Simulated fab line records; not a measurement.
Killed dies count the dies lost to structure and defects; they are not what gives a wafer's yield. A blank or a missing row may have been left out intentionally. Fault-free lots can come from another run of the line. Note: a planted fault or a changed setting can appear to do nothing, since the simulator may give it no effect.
fab line records	flow berkeleyCmos170	part 1 of 2: steps 1 to 28 of 39
[record] lots = 5	wafers = 15	lastDay = 11
route steps=331 shown ACTIVE@73 PFIELD@79 FIELD@89 SACOX@97 SCREENOX@100 NVT@104
lots with no fault: from the same line, run without faults
startH: hours from the record's first day to the start of the lot's first wafer shown	waitH: hours elapsed since this lot's preceding step	" unchanged from the row above	L1.1+2: one row covering several wafers at once	- no value, or no start given	* or withheld: withheld	< > ~ a bound
route shown NAME@n: names a module that has steps shown in the file, with the first one's number in the route	usual: average and standard deviation across the fault-free wafers	same: alike in all rows	chamber/n: place in a boat	sites: per-site readings	_std_site: the standard deviation of these	_edge_site: mean of outer sites minus mean of inner sites	radiusMm: how far each site lies from the wafer's centre	mask NAME#n: copy n	behind: the most recent tool/chamber to have shaped the wafer	hold: cause of the lot's hold/its duration in hours/its outcome	device: names the non-switching transistor (n, p or np)	end of line: the same wafers' tests at the end of the route	a step without rows: its recipe alone	killed: dies lost to structure and defects at the first sort, not the wafer's yield	map: per-die view of a wafer (x killed, . not killed, _ where there is no die)
set.NAME: the setting the step ran with; set.NAME@STEP: the setting that earlier step ran with	model.NAME: the simulator's own value behind a step, which no gauge read
lots at selected steps of the route; one table per step, one row per wafer
services: from which hour (startH, from the record's first day; less than 0 if before it) a tool's chamber was out of use, for how many hours, and why
[[steps]]
[step UCB170_ACTIVE_CD_MEAS_13]
[recipe] targetCdNm = 1200
[usual] cdNm = 1200.2/1.5
lot.wafer	tool	chamber	startH	waitH	cdNm
L077.1	cdSem-01	-	88.56	-	1202.5
L077.2	"	-	"	"	1202.3
L077.5	"	-	"	"	1200.9
L079.2	cdSem-02	-	108.28	-	1199.9
L079.3	"	-	"	"	1199.4
L079.6	"	-	"	"	1200.8
L087.1	cdSem-01	-	142.88	-	1201.2
L087.3	"	-	"	"	1200.8
L087.5	"	-	"	"	1201.6
L089.3	cdSem-02	-	154.20	-	1203.2
L089.4	"	-	"	"	1201.3
L089.6	"	-	"	"	1202.9
L094.1	cdSem-02	-	176.17	-	1199.8
L094.2	"	-	"	"	1199.6
L094.4	"	-	"	"	1201.3
[step UCB170_ACTIVE_OVL_MEAS_14]
[usual] ACTIVE_OVL = -1/5.2
lot.wafer	tool	chamber	startH	waitH	ACTIVE_OVL[nm]
L077.1	overlay-02	-	88.68	0.1	-3
L077.2	"	-	"	"	-1
L077.5	"	-	"	"	-3
L079.2	overlay-02	-	108.38	0.1	-1
L079.3	"	-	"	"	-3
L079.6	"	-	"	"	-2
L087.1	overlay-01	-	143.00	0.1	2
L087.3	"	-	"	"	0
L087.5	"	-	"	"	3
L089.3	overlay-01	-	154.29	0.1	-5
L089.4	"	-	"	"	-2
L089.6	"	-	"	"	-5
L094.1	overlay-02	-	176.29	0.1	5
L094.2	"	-	"	"	6
L094.4	"	-	"	"	5
[step UCB170_ACTIVE_ETCH_15]
[recipe] chemistry = CH3F/Ar/O2	target = Si3N4	stopOn = SiO2	CH3F_flow_sccm = 20	Ar_flow_sccm = 50	O2_flow_sccm = 7	pressureMtorr = 50	rfW = 450	targetDepthA = 2420	overEtchFrac = 0.1	timeS = 151
[usual] O2_flow_sccm = 6.999/0.02	drypumpMotorCurrentA = 5.7/0.37	oesProductAu = 0.943/0.01	throttleValvePct = 8.10/0.12
lot.wafer	tool	chamber	startH	waitH	O2_flow_sccm	drypumpMotorCurrentA	oesProductAu	rfHoursCounterH	throttleValvePct
L077.1	rieDiel-03	3	88.72	0.0	6.964	5.8	0.942	124	8.29
L077.2	"	2	"	"	7.030	5.9	0.942	6	7.93
L077.5	"	3	"	"	6.984	5.8	0.949	-	8.30
L079.2	rieDiel-03	2	108.41	0.0	7.002	5.9	0.952	7	7.90
L079.3	"	1	"	"	7.041	6.2	0.952	145	8.09
L079.6	"	2	"	"	6.951	5.9	0.962	-	7.93
L087.1	rieDiel-01	2	143.03	0.0	7.003	5.9	0.935	3	8.23
L087.3	"	3	"	"	7.005	5.9	0.948	94	8.01
L087.5	"	2	"	"	7.002	5.9	0.935	-	8.23
L089.3	rieDiel-01	3	154.31	0.0	7.003	5.9	0.943	95	8.01
L089.4	"	2	"	"	6.998	5.8	0.925	4	8.24
L089.6	"	1	"	"	7.020	4.9	0.945	-	8.07
L094.1	rieDiel-01	1	176.32	0.0	7.003	4.9	0.961	121	8.10
L094.2	"	2	"	"	7.015	5.8	0.943	5	8.22
L094.4	"	3	"	"	6.975	5.9	0.954	95	8.01
[step UCB170_ACTIVE_STRIP_16]
[recipe] chemistry = O2	powerW = 400	pressureMtorr = 3500	platenTempC = withheld	o2FlowSccm = 400	overashFraction = 0.5
[usual] drypumpMotorCurrentA = 5.3/0.34	oesProductAu = 0.721/0.0048	stripTimeToEndpointS = 18.09/0.088
lot.wafer	tool	chamber	startH	waitH	drypumpMotorCurrentA	oesProductAu	rfHoursCounterH	stripTimeToEndpointS
L077.1	plasmaAsher-01	0	88.82	0.1	5.3	0.723	34	18.11
L077.2	"	1	"	"	5.9	0.722	34	18.06
L077.5	"	1	"	"	5.9	0.723	-	18.02
L079.2	plasmaAsher-03	0	108.52	0.1	5.4	0.721	40	18.17
L079.3	"	1	"	"	5.3	0.718	-	18.12
L079.6	"	1	"	"	5.2	0.716	-	18.20
L087.1	plasmaAsher-03	0	143.13	0.1	5.4	0.719	44	17.86
L087.3	"	0	"	"	5.4	0.717	-	18.04
L087.5	"	0	"	"	5.4	0.713	-	17.89
L089.3	plasmaAsher-01	0	154.45	0.1	5.3	0.717	-	18.14
L089.4	"	1	"	"	5.9	0.723	-	17.96
L089.6	"	1	"	"	5.9	0.710	-	18.13
L094.1	plasmaAsher-03	0	176.42	0.1	5.4	0.723	47	18.10
L094.2	"	1	"	"	5.3	0.717	47	18.01
L094.4	"	0	"	"	5.4	0.717	-	18.20
[step UCB170_ACTIVE_CD_MEAS_90]
[recipe] targetCdNm = 1200
[usual] cdNm = 1200.1/1.5
lot.wafer	tool	chamber	startH	waitH	cdNm
L077.1	cdSem-02	-	88.92	0.1	1202.4
L077.2	"	-	"	"	1202.0
L077.5	"	-	"	"	1200.7
L079.2	cdSem-02	-	108.73	0.2	1200.0
L079.3	"	-	"	"	1199.2
L079.6	"	-	"	"	1201.1
L087.1	cdSem-02	-	143.23	0.1	1201.4
L087.3	"	-	"	"	1201.1
L087.5	"	-	"	"	1200.8
L089.3	cdSem-02	-	154.55	0.1	1203.0
L089.4	"	-	"	"	1201.3
L089.6	"	-	"	"	1202.6
L094.1	cdSem-02	-	176.52	0.1	1199.8
L094.2	"	-	"	"	1199.0
L094.4	"	-	"	"	1200.4
[step UCB170_ACTIVE_CLEAN_17]
[recipe] chemistry = SPM	tempC = 120	timeS = 600
lot.wafer	tool	chamber	startH	waitH
L077.1+2+5	wetBench-02	3	89.21	0.3
L079.2+3+6	wetBench-02	2	108.83	0.1
L087.1+3+5	wetBench-02	2	143.35	0.1
L089.3+4+6	wetBench-04	0	154.63	0.1
L094.1+2+4	wetBench-01	0	178.93	2.4
[step UCB170_PFIELD_HMDS_00]
[recipe] primeTimeS = 60	primeTempC = 100
[usual] exhaustPa = 45.1/0.89
lot.wafer	tool	chamber	startH	waitH	exhaustPa
L077.1	lithoTrack-02	0	89.41	0.0	44.6
L077.2	"	0	"	"	44.3
L077.5	"	0	"	"	44.6
L079.2	lithoTrack-01	0	109.03	0.0	45.4
L079.3	"	0	"	"	46.7
L079.6	"	0	"	"	45.0
L087.1	lithoTrack-01	0	143.55	0.0	43.9
L087.3	"	0	"	"	45.5
L087.5	"	0	"	"	44.1
L089.3	lithoTrack-01	0	154.86	0.1	45.1
L089.4	"	0	"	"	45.8
L089.6	"	0	"	"	44.1
L094.1	lithoTrack-02	0	179.11	0.0	45.6
L094.2	"	0	"	"	46.5
L094.4	"	0	"	"	46.6
[step UCB170_PFIELD_COAT_01]
[recipe] resist = KrF	spinRpm = 1500	resistThkNm = 900
[usual] exhaustPa = 44.9/0.83
lot.wafer	tool	chamber	startH	waitH	exhaustPa
L077.1	lithoTrack-02	0	89.56	0.1	44.8
L077.2	"	0	"	"	46.0
L077.5	"	0	"	"	44.9
L079.2	lithoTrack-01	0	109.18	0.1	45.6
L079.3	"	0	"	"	45.2
L079.6	"	0	"	"	44.7
L087.1	lithoTrack-01	0	143.70	0.1	45.9
L087.3	"	0	"	"	46.0
L087.5	"	0	"	"	45.1
L089.3	lithoTrack-01	0	155.01	0.1	43.6
L089.4	"	0	"	"	44.9
L089.6	"	0	"	"	43.6
L094.1	lithoTrack-02	0	179.26	0.1	44.6
L094.2	"	0	"	"	46.0
L094.4	"	0	"	"	45.5
[step UCB170_PFIELD_SOFTBAKE_02]
[recipe] resist = KrF	tempC = 130	timeS = 60
[usual] exhaustPa = 45.3/0.92
lot.wafer	tool	chamber	startH	waitH	exhaustPa
L077.1	lithoTrack-02	0	89.71	0.1	47.4
L077.2	"	0	"	"	46.6
L077.5	"	0	"	"	45.3
L079.2	lithoTrack-01	0	109.33	0.1	45.1
L079.3	"	0	"	"	45.6
L079.6	"	0	"	"	45.8
L087.1	lithoTrack-01	0	143.85	0.1	45.0
L087.3	"	0	"	"	44.9
L087.5	"	0	"	"	44.1
L089.3	lithoTrack-01	0	155.16	0.1	46.2
L089.4	"	0	"	"	46.5
L089.6	"	0	"	"	45.8
L094.1	lithoTrack-02	0	179.41	0.1	45.8
L094.2	"	0	"	"	45.7
L094.4	"	0	"	"	45.2
[step UCB170_PFIELD_EXPOSE_03]
[recipe] maskId = PFIELD	na = 0.5	sigmaOuter = 0.6	sourceShape = conventional	targetCdNm = 1500	doseMj = 30
lot.wafer	tool	chamber	startH	waitH	mask
L077.1+2+5	krfScanner-01	0	89.86	0.1	PFIELD#0
L079.2+3+6	krfScanner-02	0	109.47	0.1	PFIELD#0
L087.1+3+5	krfScanner-01	0	144.12	0.2	PFIELD#0
L089.3+4+6	krfScanner-01	0	155.51	0.3	PFIELD#0
L094.1+2+4	krfScanner-01	0	179.68	0.2	PFIELD#0
[step UCB170_PFIELD_PEB_04]
[recipe] pebTempC = 130	pebTimeS = withheld	resist = KrF
[usual] exhaustPa = 44.9/0.91
lot.wafer	tool	chamber	startH	waitH	exhaustPa
L077.1	lithoTrack-01	0	90.39	0.5	45.2
L077.2	"	0	"	"	46.8
L077.5	"	0	"	"	45.6
L079.2	lithoTrack-02	0	109.73	0.2	45.5
L079.3	"	0	"	"	45.0
L079.6	"	0	"	"	44.6
L087.1	lithoTrack-02	0	144.24	0.1	46.2
L087.3	"	0	"	"	45.6
L087.5	"	0	"	"	45.5
L089.3	lithoTrack-04	0	155.64	0.1	45.4
L089.4	"	0	"	"	45.9
L089.6	"	0	"	"	46.3
L094.1	lithoTrack-04	0	180.18	0.5	45.3
L094.2	"	0	"	"	45.4
L094.4	"	0	"	"	45.3
[step UCB170_PFIELD_DEVELOP_05]
[recipe] developer = TMAH	developTimeS = 45	resist = KrF	devTempC = 21
[usual] exhaustPa = 44.9/0.78
lot.wafer	tool	chamber	startH	waitH	exhaustPa
L077.1	lithoTrack-01	0	-	-	44.5
L077.2	"	0	"	"	46.1
L077.5	"	0	"	"	44.4
L079.2	lithoTrack-02	0	-	-	46.0
L079.3	"	0	"	"	44.2
L079.6	"	0	"	"	46.1
L087.1	lithoTrack-02	0	-	-	43.7
L087.3	"	0	"	"	44.1
L087.5	"	0	"	"	45.0
L089.3	lithoTrack-04	0	-	-	45.8
L089.4	"	0	"	"	45.2
L089.6	"	0	"	"	46.0
L094.1	lithoTrack-04	0	-	-	44.0
L094.2	"	0	"	"	45.8
L094.4	"	0	"	"	44.4
[step UCB170_PFIELD_OVL_MEAS_06]
[usual] PFIELD_OVL = -1/4.7
lot.wafer	tool	chamber	startH	waitH	PFIELD_OVL[nm]
L077.1	overlay-01	-	90.66	-	4
L077.2	"	-	"	"	0
L077.5	"	-	"	"	1
L079.2	overlay-01	-	109.98	-	-2
L079.3	"	-	"	"	3
L079.6	"	-	"	"	10
L087.1	overlay-02	-	144.51	-	3
L087.3	"	-	"	"	3
L087.5	"	-	"	"	6
L089.3	overlay-01	-	155.88	-	-1
L089.4	"	-	"	"	-7
L089.6	"	-	"	"	-3
L094.1	overlay-02	-	180.46	-	-6
L094.2	"	-	"	"	5
L094.4	"	-	"	"	5
[step UCB170_PFIELD_IMPLANT_07]
[recipe] species = B	doseCm2 = 2e+13	energyKev = 80	tiltDeg = 7
[usual] beamOnS = 9.98/0.2	endStationPressureTorr = 5.07e-06/2.7e-07
lot.wafer	tool	chamber	startH	waitH	beamOnS	endStationPressureTorr
L077.1	implanter-01	0	90.70	0.0	10.11	5.5e-06
L077.2	"	0	"	"	9.63	5.54e-06
L077.5	"	0	"	"	10.60	5.31e-06
L079.2	implanter-01	0	110.04	0.0	9.95	5.1e-06
L079.3	"	0	"	"	9.93	5.38e-06
L079.6	"	0	"	"	9.75	5.04e-06
L087.1	implanter-02	0	144.55	0.0	9.86	4.79e-06
L087.3	"	0	"	"	9.66	5.31e-06
L087.5	"	0	"	"	9.86	5.4e-06
L089.3	implanter-01	0	155.95	0.1	9.78	5.13e-06
L089.4	"	0	"	"	9.93	4.79e-06
L089.6	"	0	"	"	9.85	5.4e-06
L094.1	implanter-02	0	180.49	0.0	10.03	4.86e-06
L094.2	"	0	"	"	10.52	5.18e-06
L094.4	"	0	"	"	9.77	5.02e-06
[step UCB170_PFIELD_STRIP_08]
[recipe] chemistry = O2	powerW = 400	pressureMtorr = 3500	platenTempC = withheld	o2FlowSccm = 400	overashFraction = 0.5
[usual] drypumpMotorCurrentA = 5.26/0.29	oesProductAu = 0.735/0.0044	stripTimeToEndpointS = 21.62/0.055
lot.wafer	tool	chamber	startH	waitH	drypumpMotorCurrentA	oesProductAu	rfHoursCounterH	stripTimeToEndpointS
L077.1	plasmaAsher-03	0	90.85	0.1	5.41	0.743	37	21.60
L077.2	"	1	"	"	5.27	0.737	37	21.62
L077.5	"	1	"	"	5.25	0.736	-	21.60
L079.2	plasmaAsher-03	1	110.16	0.1	5.26	0.736	40	21.70
L079.3	"	0	"	"	5.38	0.739	-	21.68
L079.6	"	0	"	"	5.39	0.732	-	21.67
L087.1	plasmaAsher-02	1	144.70	0.1	5.59	0.739	46	21.63
L087.3	"	1	"	"	5.58	0.734	-	21.65
L087.5	"	0	"	"	5.03	0.745	-	21.72
L089.3	plasmaAsher-04	0	156.09	0.1	4.70	0.733	-	21.58
L089.4	"	1	"	"	5.54	0.735	-	21.57
L089.6	"	1	"	"	5.53	0.744	-	21.60
L094.1	plasmaAsher-02	1	180.64	0.1	5.60	0.737	50	21.63
L094.2	"	0	"	"	5.04	0.735	50	21.63
L094.4	"	1	"	"	5.57	0.737	-	21.59
[step UCB170_PFIELD_TW_MEAS_09]
[usual] PFIELD_TW = 602/3.9
lot.wafer	tool	chamber	startH	waitH	PFIELD_TW
L077.1	filmMetro-01	-	90.95	0.1	609
L077.2	"	-	"	"	606
L077.5	"	-	"	"	603
L079.2	filmMetro-04	-	110.27	0.1	598
L079.3	"	-	"	"	596
L079.6	"	-	"	"	596
L087.1	filmMetro-01	-	144.80	0.1	602
L087.3	"	-	"	"	600
L087.5	"	-	"	"	600
L089.3	filmMetro-04	-	156.17	0.1	596
L089.4	"	-	"	"	595
L089.6	"	-	"	"	595
L094.1	filmMetro-01	-	180.74	0.1	604
L094.2	"	-	"	"	603
L094.4	"	-	"	"	605
[step UCB170_FIELD_CLEAN_00]
[recipe] chemistry = dHF	dilution = 25:1	timeS = 7.5
lot.wafer	tool	chamber	startH	waitH
L077.1+2+5	wetBench-04	3	91.01	0.1
L079.2+3+6	wetBench-03	0	110.32	0.0
L087.1+3+5	wetBench-02	1	144.86	0.1
L089.3+4+6	wetBench-03	1	156.21	0.0
L094.1+2+4	wetBench-03	3	180.80	0.1
[step UCB170_FIELD_OXIDATION_01]
[recipe] tempC = 1000	ambient = H2O	pH2oTorr = 584.62	targetThkA = 5583	oxTimeS = 7200
[usual] zonePowerLoadPct = 39/4
lot.wafer	tool	chamber	startH	waitH	zonePowerLoadPct
L077.1	furnace-02	0	93.82	2.8	42
L077.2	"	0	"	"	41
L077.5	"	0	"	"	41
L079.2	furnace-02	0	113.67	3.3	41
L079.3	"	0	"	"	41
L079.6	"	0	"	"	41
L087.1	furnace-02	0	147.84	3.0	41
L087.3	"	0	"	"	41
L087.5	"	0	"	"	41
L089.3	furnace-02	0	161.19	5.0	41
L089.4	"	0	"	"	41
L089.6	"	0	"	"	41
L094.1	furnace-02	0	182.17	1.4	41
L094.2	"	0	"	"	41
L094.4	"	0	"	"	41
[step UCB170_FIELD_THK_MEAS_02]
[recipe] reads = SiO2_of_FIELD_OXIDATION_01
[usual] FIELD_OXIDE_THK = 563/8.3
lot.wafer	tool	chamber	startH	waitH	FIELD_OXIDE_THK[nm]
L077.1	filmMetro-04	-	96.82	0.0	565
L077.2	"	-	"	"	569
L077.5	"	-	"	"	564
L079.2	filmMetro-03	-	116.71	0.0	565
L079.3	"	-	"	"	567
L079.6	"	-	"	"	559
L087.1	filmMetro-04	-	150.84	0.0	559
L087.3	"	-	"	"	568
L087.5	"	-	"	"	563
L089.3	filmMetro-03	-	164.21	0.0	571
L089.4	"	-	"	"	566
L089.6	"	-	"	"	568
L094.1	filmMetro-03	-	185.17	0.0	553
L094.2	"	-	"	"	553
L094.4	"	-	"	"	553
[step UCB170_FIELD_ANNEAL_03]
[recipe] tempC = 1000	timeS = 1200	ambient = N2
[usual] zonePowerLoadPct = 35/3.8
lot.wafer	tool	chamber	startH	waitH	zonePowerLoadPct
L077.1	furnace-01	0	96.97	0.1	34
L077.2	"	0	"	"	33
L077.5	"	0	"	"	33
L079.2	furnace-02	0	119.17	2.5	41
L079.3	"	0	"	"	41
L079.6	"	0	"	"	41
L087.1	furnace-02	0	153.76	2.9	42
L087.3	"	0	"	"	42
L087.5	"	0	"	"	41
L089.3	furnace-01	0	166.87	2.7	33
L089.4	"	0	"	"	34
L089.6	"	0	"	"	34
L094.1	furnace-03	0	189.47	4.3	32
L094.2	"	0	"	"	32
L094.4	"	0	"	"	32
[step UCB170_FIELD_WET_ETCH_04]
[recipe] chemistry = dHF	dilution = 10:1	target = SiO2	tempC = 25	timeS = 60
lot.wafer	tool	chamber	startH	waitH
L077.1+2+5	wetBench-02	1	98.30	0.0
L079.2+3+6	wetBench-02	1	120.51	0.0
L087.1+3+5	wetBench-03	0	155.09	0.0
L089.3+4+6	wetBench-03	3	168.20	0.0
L094.1+2+4	wetBench-03	3	190.81	0.0
[step UCB170_FIELD_WET_ETCH_05]
[recipe] chemistry = H3PO4	target = Si3N4	tempC = 160	timeS = 12600
lot.wafer	tool	chamber	startH	waitH
L077.1+2+5	wetBench-03	3	98.33	0.0
L079.2+3+6	wetBench-03	0	120.54	0.0
L087.1+3+5	wetBench-02	1	155.11	0.0
L089.3+4+6	wetBench-03	1	168.23	0.0
L094.1+2+4	wetBench-02	2	190.83	0.0
[step UCB170_FIELD_WET_ETCH_06]
[recipe] chemistry = BOE	dilution = 5:1	target = SiO2	tempC = 25	timeS = 22
lot.wafer	tool	chamber	startH	waitH
L077.1+2+5	wetBench-03	3	101.84	0.0
L079.2+3+6	wetBench-03	2	124.89	0.5
L087.1+3+5	wetBench-02	1	158.94	0.0
L089.3+4+6	wetBench-04	0	171.74	0.0
L094.1+2+4	wetBench-03	2	194.56	0.2
[step UCB170_FIELD_THK_MEAS_90]
[recipe] reads = SiO2_of_FIELD_OXIDATION_01
[usual] FIELD_OXIDE_LEFT_1_THK = 446/8.3
lot.wafer	tool	chamber	startH	waitH	FIELD_OXIDE_LEFT_1_THK[nm]
L077.1	filmMetro-04	-	101.86	0.0	448
L077.2	"	-	"	"	453
L077.5	"	-	"	"	447
L079.2	filmMetro-01	-	124.93	0.0	449
L079.3	"	-	"	"	450
L079.6	"	-	"	"	443
L087.1	filmMetro-04	-	158.96	0.0	444
L087.3	"	-	"	"	452
L087.5	"	-	"	"	447
L089.3	filmMetro-03	-	171.83	0.1	454
L089.4	"	-	"	"	450
L089.6	"	-	"	"	451
L094.1	filmMetro-01	-	194.58	0.0	436
L094.2	"	-	"	"	437
L094.4	"	-	"	"	436
[step UCB170_SACOX_CLEAN_00]
[recipe] chemistry = dHF	dilution = 25:1	timeS = 7.5
lot.wafer	tool	chamber	startH	waitH
L077.1+2+5	wetBench-03	2	101.92	0.1
L079.2+3+6	wetBench-03	1	124.98	0.0
L087.1+3+5	wetBench-02	1	159.02	0.1
L089.3+4+6	wetBench-03	2	171.87	0.0
L094.1+2+4	wetBench-03	1	194.64	0.1
[step UCB170_SACOX_OXIDATION_01]
[recipe] tempC = 900	ambient = O2	targetThkA = 144	oxTimeS = 2400
[usual] zonePowerLoadPct = 26.8/2.8
lot.wafer	tool	chamber	startH	waitH	zonePowerLoadPct
L077.1	furnace-01	0	104.00	2.1	26.2
L077.2	"	0	"	"	26.2
L077.5	"	0	"	"	25.8
L079.2	furnace-04	0	126.28	1.3	24.3
L079.3	"	0	"	"	24.2
L079.6	"	0	"	"	24.4
L087.1	furnace-01	0	162.45	3.4	26.3
L087.3	"	0	"	"	26.1
L087.5	"	0	"	"	26.2
L089.3	furnace-04	0	175.20	3.3	24.4
L089.4	"	0	"	"	24.0
L089.6	"	0	"	"	24.2
L094.1	furnace-02	0	196.72	2.1	31.5
L094.2	"	0	"	"	32.2
L094.4	"	0	"	"	31.9
[step UCB170_SACOX_THK_MEAS_02]
[recipe] reads = SiO2_of_SACOX_OXIDATION_01
[usual] SACOX_OXIDE_THK = 14.39/0.26
lot.wafer	tool	chamber	startH	waitH	SACOX_OXIDE_THK[nm]
L077.1	filmMetro-03	-	105.73	0.1	14.47
L077.2	"	-	"	"	14.26
L077.5	"	-	"	"	14.29
L079.2	filmMetro-02	-	127.96	0.0	14.24
L079.3	"	-	"	"	14.06
L079.6	"	-	"	"	14.20
L087.1	filmMetro-03	-	164.12	0.0	14.24
L087.3	"	-	"	"	14.30
L087.5	"	-	"	"	14.42
L089.3	filmMetro-03	-	176.88	0.0	14.26
L089.4	"	-	"	"	14.45
L089.6	"	-	"	"	14.30
L094.1	filmMetro-04	-	198.39	0.0	14.84
L094.2	"	-	"	"	14.48
L094.4	"	-	"	"	14.71
[step UCB170_SCREENOX_WET_ETCH_00]
[recipe] chemistry = dHF	dilution = 25:1	target = SiO2	tempC = 25	timeS = 200
lot.wafer	tool	chamber	startH	waitH
L077.1+2+5	wetBench-03	3	105.80	0.1
L079.2+3+6	wetBench-01	2	128.01	0.0
L087.1+3+5	wetBench-03	0	164.22	0.1
L089.3+4+6	wetBench-03	1	176.92	0.0
L094.1+2+4	wetBench-03	3	198.45	0.1
